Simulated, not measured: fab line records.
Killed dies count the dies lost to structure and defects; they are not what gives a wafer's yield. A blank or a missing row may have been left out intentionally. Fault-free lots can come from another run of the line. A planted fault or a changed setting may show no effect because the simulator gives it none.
Problem report in the 8D (eight disciplines) form, filled by code ; flow rit_cmos ; the parts of the form that need people (team, actions taken, sign-off) are left out

== 1. THE ISSUE ==
Wafers free of any fault read 116.1 ohm/sq (standard deviation 0.3) for PSD_RS at RIT_SDANNEAL_RS_MEAS_04, against a mean of 144.9 ohm/sq on 9 wafers of 3 lots. Relative to the usual mean, that is a shift of +96 standard deviations.
The step: measures by four-point-probe.
First seen on wafer L764.1, day 4 09:54, on film_metro-04. The record holds 45 wafers of 15 lots with a number at this step. Rule for "out", or "out of limits": more than 4 standard deviations from the usual mean. All remaining wafers that have a number are taken as sound.

== 2. WHAT IT IS; WHAT IT IS NOT ==
question;is;is not
which readings at this step;PSD_RS;-
which lots;L764, L766, L768;L759, L760, L761, L763, L773, L775, L777, L778, L779, L780, L781, L782
which wafers of those lots;all that have a number;-
read on which gauges;film_metro-03, film_metro-04;film_metro-02
when;from day 4 09:54;"up to then (12 sound wafers); but 24 sound wafers of L773, L775, L777, L778, L779, L780, L781, L782 came after"

== 3. SUSPECTS, AND WHAT RULES EACH OUT ==
Counting: a tool at any process step up to the reading remains a suspect when it ran all the lots that are out and ran no sound lot after the first of those.
- the gauge at RIT_SDANNEAL_RS_MEAS_04 has been ruled out. Those wafers that are out were read across 2 gauges (film_metro-03, film_metro-04).
- rtp_anneal-02 at RIT_SDANNEAL_RTA_03 (time 5 s): ruled out as a lasting fault. Following L764 (day 4 09:51), the first lot on it that is out, the sound lots L778, L780, L782 were run on it.
Left after counting: nothing in the record.

== 4. THE CAUSE (what the simulator had put in) ==
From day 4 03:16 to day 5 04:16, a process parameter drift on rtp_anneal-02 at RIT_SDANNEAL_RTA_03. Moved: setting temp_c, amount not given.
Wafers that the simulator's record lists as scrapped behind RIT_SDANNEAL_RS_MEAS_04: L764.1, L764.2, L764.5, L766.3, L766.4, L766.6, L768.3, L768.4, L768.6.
Counting ruled it out, wrongly: the rule takes a fault to strike every lot that its tool runs from its start on, and this one did not.

== 5. THE CHAIN OF EFFECTS, in route order ==
Each row: a reading where the mean over the struck wafers with a number is more than 3 standard deviations away from the usual. Only readings whose record carries a usual standard deviation are examined. hours: median over the lots of the time between each lot's start at the first step of this table that gives one and its start at this step. sigmas: the change, counted in usual standard deviations.
hours;step;reading;usual;on struck wafers;change;sigmas
0;RIT_SDANNEAL_RTA_03;wafer_temp_C_max;1053.5;1013.6;-39.9;-33
0;RIT_SDANNEAL_RS_MEAS_04;PSD_RS;116.1 ohm/sq;144.9;+28.8;+96
It contains these process steps:
- RIT_SDANNEAL_RTA_03: time 5 s.

== 6. WHAT WOULD HAVE CAUGHT IT SOONER ==
Counted from the fault's start at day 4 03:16, it took 7 hours until the first out-of-limits reading at a measuring or inspecting step in this record, taken at day 4 09:54.
At RIT_SDANNEAL_RTA_03, the tool's own readings (wafer_temp_C_max) were out on each struck wafer the step has a row for, so an alarm limit on them would have fired on the first such wafer.
